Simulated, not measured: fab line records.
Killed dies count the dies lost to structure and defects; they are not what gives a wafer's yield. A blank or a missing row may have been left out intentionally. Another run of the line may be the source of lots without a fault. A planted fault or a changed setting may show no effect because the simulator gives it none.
fab line records / flow rit-cmos
[record] lots = 5 wafers = 15 last-day = 7
route steps=202 shown NSD@136 PSD@142
lots untouched by any fault: they come from a run of this same line in which no faults occurred
start-h: start of the lot's first displayed wafer, in hours after the record's first day / wait-h: hours from the lot's prior step to this one / " as in the row above / L1.1+2: one row covering several wafers at once / - no value, or no start given / * or withheld: withheld / < > ~ a bound
route shown NAME@n: names a module that has steps shown in the file, with the first one's number in the route / usual: mean/standard deviation taken from wafers without a fault / same: alike in all rows / chamber/n: place in a boat / sites: each site's reading / _std_site: the values' standard deviation / _edge_site: inner sites' mean taken away from outer sites' mean / radius-mm: how far each site lies from the wafer's centre / mask NAME#n: copy n / behind: the tool/chamber that last shaped the wafer / hold: why the lot was held/for how many hours/how that ended / device: which transistor (n, p or np) failed to switch / end of line: at the end of the route, the tests of the same wafers / a step with no rows: only its recipe / killed: the dies lost at the first sort to structure and to defects; this is not the yield of the wafer / map: dies across one wafer; x = killed, . = not, _ = none there
set.NAME: the setting that was run; set.NAME@STEP: the one run at that earlier step / model.NAME: the simulator's own value behind a step, which no gauge read
certain route steps with their lots: each step a table, each wafer a row
services: the hour from which a tool's chamber was out of use, counted from the record's first day as start-h (under 0 if before that day), plus the number of hours and why
[[steps]]
[step RIT_NSD_DEVELOP_05]
[recipe] resist = NOVOLAK develop-time-s = 50 dev-temp-c = 23
[usual] chill-plate-temp-C = 22.98/0.11 exhaust-pa = 45.3/0.88
lot.wafer=L074.1 tool=litho-track-02 chamber=0 start-h=- wait-h=- chill-plate-temp-C=23.00 exhaust-pa=43.5
lot.wafer=L074.4 tool=litho-track-02 chamber=0 start-h=- wait-h=- chill-plate-temp-C=22.73 exhaust-pa=43.5
lot.wafer=L074.5 tool=litho-track-02 chamber=0 start-h=- wait-h=- chill-plate-temp-C=22.96 exhaust-pa=44.8
lot.wafer=L086.1 tool=litho-track-02 chamber=0 start-h=- wait-h=- chill-plate-temp-C=23.04 exhaust-pa=45.0
lot.wafer=L086.4 tool=litho-track-02 chamber=0 start-h=- wait-h=- chill-plate-temp-C=22.96 exhaust-pa=46.6
lot.wafer=L086.6 tool=litho-track-02 chamber=0 start-h=- wait-h=- chill-plate-temp-C=22.93 exhaust-pa=45.9
lot.wafer=L089.2 tool=litho-track-02 chamber=0 start-h=- wait-h=- chill-plate-temp-C=23.02 exhaust-pa=46.0
lot.wafer=L089.4 tool=litho-track-02 chamber=0 start-h=- wait-h=- chill-plate-temp-C=22.90 exhaust-pa=46.2
lot.wafer=L089.6 tool=litho-track-02 chamber=0 start-h=- wait-h=- chill-plate-temp-C=23.01 exhaust-pa=46.0
lot.wafer=L090.3 tool=litho-track-04 chamber=0 start-h=- wait-h=- chill-plate-temp-C=22.78 exhaust-pa=45.2
lot.wafer=L090.4 tool=litho-track-04 chamber=0 start-h=- wait-h=- chill-plate-temp-C=22.91 exhaust-pa=45.9
lot.wafer=L090.6 tool=litho-track-04 chamber=0 start-h=- wait-h=- chill-plate-temp-C=22.98 exhaust-pa=43.8
lot.wafer=L097.2 tool=litho-track-03 chamber=0 start-h=- wait-h=- chill-plate-temp-C=22.90 exhaust-pa=46.8
lot.wafer=L097.3 tool=litho-track-03 chamber=0 start-h=- wait-h=- chill-plate-temp-C=23.11 exhaust-pa=45.9
lot.wafer=L097.4 tool=litho-track-03 chamber=0 start-h=- wait-h=- chill-plate-temp-C=23.07 exhaust-pa=46.8
[step RIT_NSD_OVL_MEAS_06]
[usual] NSD_OVL = -0.2/1.6
lot.wafer=L074.1 tool=overlay-02 chamber=- start-h=53.24 wait-h=- NSD_OVL[nm]=-1.5
lot.wafer=L074.4 tool=overlay-02 chamber=- start-h=53.24 wait-h=- NSD_OVL[nm]=0.4
lot.wafer=L074.5 tool=overlay-02 chamber=- start-h=53.24 wait-h=- NSD_OVL[nm]=-1.4
lot.wafer=L086.1 tool=overlay-01 chamber=- start-h=108.44 wait-h=- NSD_OVL[nm]=-0.8
lot.wafer=L086.4 tool=overlay-01 chamber=- start-h=108.44 wait-h=- NSD_OVL[nm]=0.1
lot.wafer=L086.6 tool=overlay-01 chamber=- start-h=108.44 wait-h=- NSD_OVL[nm]=2.9
lot.wafer=L089.2 tool=overlay-02 chamber=- start-h=124.01 wait-h=- NSD_OVL[nm]=0.1
lot.wafer=L089.4 tool=overlay-02 chamber=- start-h=124.01 wait-h=- NSD_OVL[nm]=-0.6
lot.wafer=L089.6 tool=overlay-02 chamber=- start-h=124.01 wait-h=- NSD_OVL[nm]=-1.4
lot.wafer=L090.3 tool=overlay-01 chamber=- start-h=128.68 wait-h=- NSD_OVL[nm]=2.4
lot.wafer=L090.4 tool=overlay-01 chamber=- start-h=128.68 wait-h=- NSD_OVL[nm]=-0.3
lot.wafer=L090.6 tool=overlay-01 chamber=- start-h=128.68 wait-h=- NSD_OVL[nm]=1.2
lot.wafer=L097.2 tool=overlay-01 chamber=- start-h=161.67 wait-h=- NSD_OVL[nm]=1.0
lot.wafer=L097.3 tool=overlay-01 chamber=- start-h=161.67 wait-h=- NSD_OVL[nm]=-0.3
lot.wafer=L097.4 tool=overlay-01 chamber=- start-h=161.67 wait-h=- NSD_OVL[nm]=-1.7
[step RIT_NSD_HARDBAKE_07]
[recipe] resist = NOVOLAK temp-c = 140 time-s = 60
[usual] chill-plate-temp-C = 22.99/0.11 exhaust-pa = 45.2/0.89
lot.wafer=L074.1 tool=litho-track-03 chamber=0 start-h=53.28 wait-h=0.0 chill-plate-temp-C=23.07 exhaust-pa=45.4
lot.wafer=L074.4 tool=litho-track-03 chamber=0 start-h=53.28 wait-h=0.0 chill-plate-temp-C=22.97 exhaust-pa=43.8
lot.wafer=L074.5 tool=litho-track-03 chamber=0 start-h=53.28 wait-h=0.0 chill-plate-temp-C=23.04 exhaust-pa=44.1
lot.wafer=L086.1 tool=litho-track-04 chamber=0 start-h=108.47 wait-h=0.0 chill-plate-temp-C=22.85 exhaust-pa=43.8
lot.wafer=L086.4 tool=litho-track-04 chamber=0 start-h=108.47 wait-h=0.0 chill-plate-temp-C=22.93 exhaust-pa=45.1
lot.wafer=L086.6 tool=litho-track-04 chamber=0 start-h=108.47 wait-h=0.0 chill-plate-temp-C=22.84 exhaust-pa=45.9
lot.wafer=L089.2 tool=litho-track-02 chamber=0 start-h=124.06 wait-h=0.0 chill-plate-temp-C=22.84 exhaust-pa=45.9
lot.wafer=L089.4 tool=litho-track-02 chamber=0 start-h=124.06 wait-h=0.0 chill-plate-temp-C=22.97 exhaust-pa=46.4
lot.wafer=L089.6 tool=litho-track-02 chamber=0 start-h=124.06 wait-h=0.0 chill-plate-temp-C=22.81 exhaust-pa=45.3
lot.wafer=L090.3 tool=litho-track-04 chamber=0 start-h=128.75 wait-h=0.1 chill-plate-temp-C=22.82 exhaust-pa=44.0
lot.wafer=L090.4 tool=litho-track-04 chamber=0 start-h=128.75 wait-h=0.1 chill-plate-temp-C=22.80 exhaust-pa=45.4
lot.wafer=L090.6 tool=litho-track-04 chamber=0 start-h=128.75 wait-h=0.1 chill-plate-temp-C=22.88 exhaust-pa=45.3
lot.wafer=L097.2 tool=litho-track-03 chamber=0 start-h=161.85 wait-h=0.2 chill-plate-temp-C=22.93 exhaust-pa=44.8
lot.wafer=L097.3 tool=litho-track-03 chamber=0 start-h=161.85 wait-h=0.2 chill-plate-temp-C=23.09 exhaust-pa=45.6
lot.wafer=L097.4 tool=litho-track-03 chamber=0 start-h=161.85 wait-h=0.2 chill-plate-temp-C=23.09 exhaust-pa=46.4
[step RIT_NSD_IMPLANT_08]
[recipe] species = P energy-kev = 25 dose-cm2 = 1e+15 tilt-deg = 7
[same] implant-ion-amu = 31
lot.wafer=L074.1+4+5 tool=implanter-01 chamber=0 start-h=53.43 wait-h=0.1
lot.wafer=L086.1+4+6 tool=implanter-02 chamber=0 start-h=108.62 wait-h=0.1
lot.wafer=L089.2+4+6 tool=implanter-02 chamber=0 start-h=124.21 wait-h=0.1
lot.wafer=L090.3+4+6 tool=implanter-02 chamber=0 start-h=128.90 wait-h=0.1
lot.wafer=L097.2+3+4 tool=implanter-04 chamber=0 start-h=162.00 wait-h=0.1
[step RIT_NSD_STRIP_09]
[recipe] chemistry = O2 time-s = 180 resist = NOVOLAK platen-temp-c = withheld power-w = 500 pressure-mtorr = 4000 o2-flow-sccm = 4000
[usual] drypump-motor-current-A = 5.9/0.6 o2-flow-sccm = 4000/12
lot.wafer=L074.1 tool=plasma-asher-01 chamber=0 start-h=53.58 wait-h=0.1 drypump-motor-current-A=6.4 o2-flow-sccm=3983 rf-hours-counter-h=40
lot.wafer=L074.4 tool=plasma-asher-01 chamber=0 start-h=53.58 wait-h=0.1 drypump-motor-current-A=6.4 o2-flow-sccm=3989 rf-hours-counter-h=-
lot.wafer=L074.5 tool=plasma-asher-01 chamber=0 start-h=53.58 wait-h=0.1 drypump-motor-current-A=6.3 o2-flow-sccm=4018 rf-hours-counter-h=-
lot.wafer=L086.1 tool=plasma-asher-04 chamber=0 start-h=108.77 wait-h=0.1 drypump-motor-current-A=6.6 o2-flow-sccm=4003 rf-hours-counter-h=33
lot.wafer=L086.4 tool=plasma-asher-04 chamber=1 start-h=108.77 wait-h=0.1 drypump-motor-current-A=5.7 o2-flow-sccm=4001 rf-hours-counter-h=-
lot.wafer=L086.6 tool=plasma-asher-04 chamber=0 start-h=108.77 wait-h=0.1 drypump-motor-current-A=6.6 o2-flow-sccm=3986 rf-hours-counter-h=-
lot.wafer=L089.2 tool=plasma-asher-02 chamber=1 start-h=124.34 wait-h=0.1 drypump-motor-current-A=5.0 o2-flow-sccm=4011 rf-hours-counter-h=48
lot.wafer=L089.4 tool=plasma-asher-02 chamber=0 start-h=124.34 wait-h=0.1 drypump-motor-current-A=5.3 o2-flow-sccm=4002 rf-hours-counter-h=-
lot.wafer=L089.6 tool=plasma-asher-02 chamber=0 start-h=124.34 wait-h=0.1 drypump-motor-current-A=5.3 o2-flow-sccm=3994 rf-hours-counter-h=-
lot.wafer=L090.3 tool=plasma-asher-01 chamber=0 start-h=129.06 wait-h=0.1 drypump-motor-current-A=6.3 o2-flow-sccm=4004 rf-hours-counter-h=-
lot.wafer=L090.4 tool=plasma-asher-01 chamber=1 start-h=129.06 wait-h=0.1 drypump-motor-current-A=6.4 o2-flow-sccm=3997 rf-hours-counter-h=-
lot.wafer=L090.6 tool=plasma-asher-01 chamber=1 start-h=129.06 wait-h=0.1 drypump-motor-current-A=6.4 o2-flow-sccm=3987 rf-hours-counter-h=-
lot.wafer=L097.2 tool=plasma-asher-01 chamber=1 start-h=162.13 wait-h=0.1 drypump-motor-current-A=6.3 o2-flow-sccm=3998 rf-hours-counter-h=5
lot.wafer=L097.3 tool=plasma-asher-01 chamber=0 start-h=162.13 wait-h=0.1 drypump-motor-current-A=6.3 o2-flow-sccm=3986 rf-hours-counter-h=-
lot.wafer=L097.4 tool=plasma-asher-01 chamber=1 start-h=162.13 wait-h=0.1 drypump-motor-current-A=6.3 o2-flow-sccm=3965 rf-hours-counter-h=-
[step RIT_NSD_TW_MEAS_10]
[usual] NSD_TW = 3129/42
lot.wafer=L074.1 tool=film-metro-01 chamber=- start-h=53.76 wait-h=0.1 NSD_TW=3130
lot.wafer=L074.4 tool=film-metro-01 chamber=- start-h=53.76 wait-h=0.1 NSD_TW=3104
lot.wafer=L074.5 tool=film-metro-01 chamber=- start-h=53.76 wait-h=0.1 NSD_TW=3096
lot.wafer=L086.1 tool=film-metro-03 chamber=- start-h=108.95 wait-h=0.1 NSD_TW=3086
lot.wafer=L086.4 tool=film-metro-03 chamber=- start-h=108.95 wait-h=0.1 NSD_TW=3074
lot.wafer=L086.6 tool=film-metro-03 chamber=- start-h=108.95 wait-h=0.1 NSD_TW=3071
lot.wafer=L089.2 tool=film-metro-01 chamber=- start-h=124.52 wait-h=0.1 NSD_TW=3141
lot.wafer=L089.4 tool=film-metro-01 chamber=- start-h=124.52 wait-h=0.1 NSD_TW=3131
lot.wafer=L089.6 tool=film-metro-01 chamber=- start-h=124.52 wait-h=0.1 NSD_TW=3133
lot.wafer=L090.3 tool=film-metro-02 chamber=- start-h=129.20 wait-h=0.1 NSD_TW=3185
lot.wafer=L090.4 tool=film-metro-02 chamber=- start-h=129.20 wait-h=0.1 NSD_TW=3178
lot.wafer=L090.6 tool=film-metro-02 chamber=- start-h=129.20 wait-h=0.1 NSD_TW=3183
lot.wafer=L097.2 tool=film-metro-02 chamber=- start-h=162.31 wait-h=0.1 NSD_TW=3176
lot.wafer=L097.3 tool=film-metro-02 chamber=- start-h=162.31 wait-h=0.1 NSD_TW=3206
lot.wafer=L097.4 tool=film-metro-02 chamber=- start-h=162.31 wait-h=0.1 NSD_TW=3173
[step RIT_PSD_HMDS_00]
[recipe] prime-time-s = 60 prime-temp-c = 140
[usual] chill-plate-temp-C = 22.99/0.11 exhaust-pa = 44.7/0.91
lot.wafer=L074.1 tool=litho-track-04 chamber=0 start-h=53.82 wait-h=0.1 chill-plate-temp-C=23.05 exhaust-pa=44.1
lot.wafer=L074.4 tool=litho-track-04 chamber=0 start-h=53.82 wait-h=0.1 chill-plate-temp-C=23.04 exhaust-pa=43.9
lot.wafer=L074.5 tool=litho-track-04 chamber=0 start-h=53.82 wait-h=0.1 chill-plate-temp-C=23.03 exhaust-pa=44.0
lot.wafer=L086.1 tool=litho-track-04 chamber=0 start-h=109.01 wait-h=0.1 chill-plate-temp-C=23.14 exhaust-pa=44.5
lot.wafer=L086.4 tool=litho-track-04 chamber=0 start-h=109.01 wait-h=0.1 chill-plate-temp-C=23.13 exhaust-pa=45.0
lot.wafer=L086.6 tool=litho-track-04 chamber=0 start-h=109.01 wait-h=0.1 chill-plate-temp-C=22.98 exhaust-pa=44.4
lot.wafer=L089.2 tool=litho-track-01 chamber=0 start-h=124.60 wait-h=0.1 chill-plate-temp-C=22.99 exhaust-pa=44.4
lot.wafer=L089.4 tool=litho-track-01 chamber=0 start-h=124.60 wait-h=0.1 chill-plate-temp-C=23.04 exhaust-pa=42.1
lot.wafer=L089.6 tool=litho-track-01 chamber=0 start-h=124.60 wait-h=0.1 chill-plate-temp-C=22.94 exhaust-pa=44.4
lot.wafer=L090.3 tool=litho-track-02 chamber=0 start-h=129.29 wait-h=0.1 chill-plate-temp-C=23.21 exhaust-pa=43.8
lot.wafer=L090.4 tool=litho-track-02 chamber=0 start-h=129.29 wait-h=0.1 chill-plate-temp-C=22.98 exhaust-pa=43.3
lot.wafer=L090.6 tool=litho-track-02 chamber=0 start-h=129.29 wait-h=0.1 chill-plate-temp-C=22.85 exhaust-pa=45.0
lot.wafer=L097.2 tool=litho-track-04 chamber=0 start-h=162.39 wait-h=0.1 chill-plate-temp-C=23.14 exhaust-pa=44.7
lot.wafer=L097.3 tool=litho-track-04 chamber=0 start-h=162.39 wait-h=0.1 chill-plate-temp-C=23.00 exhaust-pa=44.3
lot.wafer=L097.4 tool=litho-track-04 chamber=0 start-h=162.39 wait-h=0.1 chill-plate-temp-C=23.03 exhaust-pa=44.5
[step RIT_PSD_COAT_01]
[recipe] resist = NOVOLAK spin-rpm = 3250 resist-thk-nm = 1000
[usual] chill-plate-temp-C = 23.02/0.1 exhaust-pa = 44.7/0.96 spin-speed-rpm = 3250.2/2.3
lot.wafer=L074.1 tool=litho-track-04 chamber=0 start-h=53.97 wait-h=0.1 chill-plate-temp-C=23.16 exhaust-pa=44.7 spin-speed-rpm=3247.8
lot.wafer=L074.4 tool=litho-track-04 chamber=0 start-h=53.97 wait-h=0.1 chill-plate-temp-C=23.14 exhaust-pa=45.4 spin-speed-rpm=3249.9
lot.wafer=L074.5 tool=litho-track-04 chamber=0 start-h=53.97 wait-h=0.1 chill-plate-temp-C=23.21 exhaust-pa=44.5 spin-speed-rpm=3248.8
lot.wafer=L086.1 tool=litho-track-04 chamber=0 start-h=109.16 wait-h=0.1 chill-plate-temp-C=23.06 exhaust-pa=44.3 spin-speed-rpm=3248.6
lot.wafer=L086.4 tool=litho-track-04 chamber=0 start-h=109.16 wait-h=0.1 chill-plate-temp-C=23.02 exhaust-pa=43.8 spin-speed-rpm=3254.4
lot.wafer=L086.6 tool=litho-track-04 chamber=0 start-h=109.16 wait-h=0.1 chill-plate-temp-C=23.03 exhaust-pa=44.2 spin-speed-rpm=3251.1
lot.wafer=L089.2 tool=litho-track-01 chamber=0 start-h=124.75 wait-h=0.1 chill-plate-temp-C=23.06 exhaust-pa=46.7 spin-speed-rpm=3256.8
lot.wafer=L089.4 tool=litho-track-01 chamber=0 start-h=124.75 wait-h=0.1 chill-plate-temp-C=22.95 exhaust-pa=46.3 spin-speed-rpm=3251.2
lot.wafer=L089.6 tool=litho-track-01 chamber=0 start-h=124.75 wait-h=0.1 chill-plate-temp-C=23.01 exhaust-pa=46.2 spin-speed-rpm=3250.3
lot.wafer=L090.3 tool=litho-track-02 chamber=0 start-h=129.44 wait-h=0.1 chill-plate-temp-C=22.85 exhaust-pa=44.7 spin-speed-rpm=3250.7
lot.wafer=L090.4 tool=litho-track-02 chamber=0 start-h=129.44 wait-h=0.1 chill-plate-temp-C=22.88 exhaust-pa=44.0 spin-speed-rpm=3250.7
lot.wafer=L090.6 tool=litho-track-02 chamber=0 start-h=129.44 wait-h=0.1 chill-plate-temp-C=22.91 exhaust-pa=45.5 spin-speed-rpm=3248.7
lot.wafer=L097.2 tool=litho-track-04 chamber=0 start-h=162.54 wait-h=0.1 chill-plate-temp-C=23.18 exhaust-pa=43.9 spin-speed-rpm=3249.9
lot.wafer=L097.3 tool=litho-track-04 chamber=0 start-h=162.54 wait-h=0.1 chill-plate-temp-C=22.95 exhaust-pa=44.7 spin-speed-rpm=3254.8
lot.wafer=L097.4 tool=litho-track-04 chamber=0 start-h=162.54 wait-h=0.1 chill-plate-temp-C=23.10 exhaust-pa=44.5 spin-speed-rpm=3249.1
[step RIT_PSD_SOFTBAKE_02]
[recipe] resist = NOVOLAK temp-c = 90 time-s = 60
[usual] chill-plate-temp-C = 22.98/0.095 exhaust-pa = 44.9/0.67
lot.wafer=L074.1 tool=litho-track-04 chamber=0 start-h=54.12 wait-h=0.1 chill-plate-temp-C=22.94 exhaust-pa=44.1
lot.wafer=L074.4 tool=litho-track-04 chamber=0 start-h=54.12 wait-h=0.1 chill-plate-temp-C=22.98 exhaust-pa=44.1
lot.wafer=L074.5 tool=litho-track-04 chamber=0 start-h=54.12 wait-h=0.1 chill-plate-temp-C=23.03 exhaust-pa=44.7
lot.wafer=L086.1 tool=litho-track-04 chamber=0 start-h=109.31 wait-h=0.1 chill-plate-temp-C=22.87 exhaust-pa=44.5
lot.wafer=L086.4 tool=litho-track-04 chamber=0 start-h=109.31 wait-h=0.1 chill-plate-temp-C=22.94 exhaust-pa=44.0
lot.wafer=L086.6 tool=litho-track-04 chamber=0 start-h=109.31 wait-h=0.1 chill-plate-temp-C=22.99 exhaust-pa=45.5
lot.wafer=L089.2 tool=litho-track-01 chamber=0 start-h=124.90 wait-h=0.1 chill-plate-temp-C=23.06 exhaust-pa=44.4
lot.wafer=L089.4 tool=litho-track-01 chamber=0 start-h=124.90 wait-h=0.1 chill-plate-temp-C=22.92 exhaust-pa=45.1
lot.wafer=L089.6 tool=litho-track-01 chamber=0 start-h=124.90 wait-h=0.1 chill-plate-temp-C=23.11 exhaust-pa=44.0
lot.wafer=L090.3 tool=litho-track-02 chamber=0 start-h=129.59 wait-h=0.1 chill-plate-temp-C=23.02 exhaust-pa=44.1
lot.wafer=L090.4 tool=litho-track-02 chamber=0 start-h=129.59 wait-h=0.1 chill-plate-temp-C=23.05 exhaust-pa=44.0
lot.wafer=L090.6 tool=litho-track-02 chamber=0 start-h=129.59 wait-h=0.1 chill-plate-temp-C=23.10 exhaust-pa=44.3
lot.wafer=L097.2 tool=litho-track-04 chamber=0 start-h=162.69 wait-h=0.1 chill-plate-temp-C=23.10 exhaust-pa=45.2
lot.wafer=L097.3 tool=litho-track-04 chamber=0 start-h=162.69 wait-h=0.1 chill-plate-temp-C=23.20 exhaust-pa=45.8
lot.wafer=L097.4 tool=litho-track-04 chamber=0 start-h=162.69 wait-h=0.1 chill-plate-temp-C=22.91 exhaust-pa=46.7
[step RIT_PSD_EXPOSE_03]
[recipe] mask-id = M10 na = 0.57 target-cd-nm = 40900 dose-mj = 250
[usual] reticle-temp-C = 23.02/0.11
lot.wafer=L074.1 tool=iline-stepper-01 chamber=0 start-h=54.27 wait-h=0.1 mask=M10#0 reticle-temp-C=22.90
lot.wafer=L074.4 tool=iline-stepper-01 chamber=0 start-h=54.27 wait-h=0.1 mask=M10#0 reticle-temp-C=22.91
lot.wafer=L074.5 tool=iline-stepper-01 chamber=0 start-h=54.27 wait-h=0.1 mask=M10#0 reticle-temp-C=22.94
lot.wafer=L086.1 tool=iline-stepper-01 chamber=0 start-h=109.46 wait-h=0.1 mask=M10#0 reticle-temp-C=23.19
lot.wafer=L086.4 tool=iline-stepper-01 chamber=0 start-h=109.46 wait-h=0.1 mask=M10#0 reticle-temp-C=23.03
lot.wafer=L086.6 tool=iline-stepper-01 chamber=0 start-h=109.46 wait-h=0.1 mask=M10#0 reticle-temp-C=23.03
lot.wafer=L089.2 tool=iline-stepper-02 chamber=0 start-h=125.04 wait-h=0.1 mask=M10#0 reticle-temp-C=23.07
lot.wafer=L089.4 tool=iline-stepper-02 chamber=0 start-h=125.04 wait-h=0.1 mask=M10#0 reticle-temp-C=23.06
lot.wafer=L089.6 tool=iline-stepper-02 chamber=0 start-h=125.04 wait-h=0.1 mask=M10#0 reticle-temp-C=22.96
lot.wafer=L090.3 tool=iline-stepper-02 chamber=0 start-h=129.72 wait-h=0.1 mask=M10#0 reticle-temp-C=23.10
lot.wafer=L090.4 tool=iline-stepper-02 chamber=0 start-h=129.72 wait-h=0.1 mask=M10#0 reticle-temp-C=23.00
lot.wafer=L090.6 tool=iline-stepper-02 chamber=0 start-h=129.72 wait-h=0.1 mask=M10#0 reticle-temp-C=23.07
lot.wafer=L097.2 tool=iline-stepper-01 chamber=0 start-h=162.83 wait-h=0.1 mask=M10#0 reticle-temp-C=23.06
lot.wafer=L097.3 tool=iline-stepper-01 chamber=0 start-h=162.83 wait-h=0.1 mask=M10#0 reticle-temp-C=22.94
lot.wafer=L097.4 tool=iline-stepper-01 chamber=0 start-h=162.83 wait-h=0.1 mask=M10#0 reticle-temp-C=22.93
[step RIT_PSD_PEB_04]
[recipe] resist = NOVOLAK temp-c = withheld time-s = withheld
[usual] chill-plate-temp-C = * exhaust-pa = 44.9/0.81
lot.wafer=L074.1 tool=litho-track-04 chamber=0 start-h=54.38 wait-h=0.1 chill-plate-temp-C=* exhaust-pa=45.8
lot.wafer=L074.4 tool=litho-track-04 chamber=0 start-h=54.38 wait-h=0.1 chill-plate-temp-C=* exhaust-pa=44.1
lot.wafer=L074.5 tool=litho-track-04 chamber=0 start-h=54.38 wait-h=0.1 chill-plate-temp-C=* exhaust-pa=45.7
lot.wafer=L086.1 tool=litho-track-04 chamber=0 start-h=109.57 wait-h=0.1 chill-plate-temp-C=* exhaust-pa=45.6
lot.wafer=L086.4 tool=litho-track-04 chamber=0 start-h=109.57 wait-h=0.1 chill-plate-temp-C=* exhaust-pa=46.1
lot.wafer=L086.6 tool=litho-track-04 chamber=0 start-h=109.57 wait-h=0.1 chill-plate-temp-C=* exhaust-pa=46.1
lot.wafer=L089.2 tool=litho-track-01 chamber=0 start-h=125.16 wait-h=0.1 chill-plate-temp-C=* exhaust-pa=45.0
lot.wafer=L089.4 tool=litho-track-01 chamber=0 start-h=125.16 wait-h=0.1 chill-plate-temp-C=* exhaust-pa=46.6
lot.wafer=L089.6 tool=litho-track-01 chamber=0 start-h=125.16 wait-h=0.1 chill-plate-temp-C=* exhaust-pa=45.7
lot.wafer=L090.3 tool=litho-track-02 chamber=0 start-h=129.85 wait-h=0.1 chill-plate-temp-C=* exhaust-pa=44.1
lot.wafer=L090.4 tool=litho-track-02 chamber=0 start-h=129.85 wait-h=0.1 chill-plate-temp-C=* exhaust-pa=43.8
lot.wafer=L090.6 tool=litho-track-02 chamber=0 start-h=129.85 wait-h=0.1 chill-plate-temp-C=* exhaust-pa=44.6
lot.wafer=L097.2 tool=litho-track-04 chamber=0 start-h=162.95 wait-h=0.1 chill-plate-temp-C=* exhaust-pa=44.6
lot.wafer=L097.3 tool=litho-track-04 chamber=0 start-h=162.95 wait-h=0.1 chill-plate-temp-C=* exhaust-pa=44.2
lot.wafer=L097.4 tool=litho-track-04 chamber=0 start-h=162.95 wait-h=0.1 chill-plate-temp-C=* exhaust-pa=43.0
[[services]]
tool=iline-stepper-02 chamber=0 start-h=48.47 hours=- kind=calibration
tool=implanter-04 chamber=- start-h=59.87 hours=5.8 kind=repair
tool=implanter-02 chamber=- start-h=61.10 hours=4.6 kind=pm
tool=iline-stepper-02 chamber=- start-h=63.82 hours=2.4 kind=repair
tool=iline-stepper-01 chamber=- start-h=69.80 hours=1.7 kind=pm
tool=implanter-01 chamber=- start-h=84.15 hours=3.2 kind=repair
tool=implanter-04 chamber=- start-h=100.21 hours=4.5 kind=repair
tool=iline-stepper-02 chamber=- start-h=106.40 hours=6.0 kind=repair
tool=plasma-asher-01 chamber=- start-h=108.75 hours=9.0 kind=pm
tool=plasma-asher-01 chamber=0 start-h=108.75 hours=9.0 kind=vent-cycle
tool=plasma-asher-01 chamber=1 start-h=108.75 hours=9.0 kind=vent-cycle
tool=plasma-asher-01 chamber=0 start-h=117.75 hours=- kind=clean
tool=plasma-asher-01 chamber=1 start-h=117.75 hours=- kind=clean
tool=iline-stepper-01 chamber=0 start-h=122.01 hours=- kind=calibration
tool=plasma-asher-02 chamber=- start-h=147.75 hours=0.7 kind=repair
tool=implanter-02 chamber=- start-h=148.79 hours=4.7 kind=repair
[[key]]
fault none
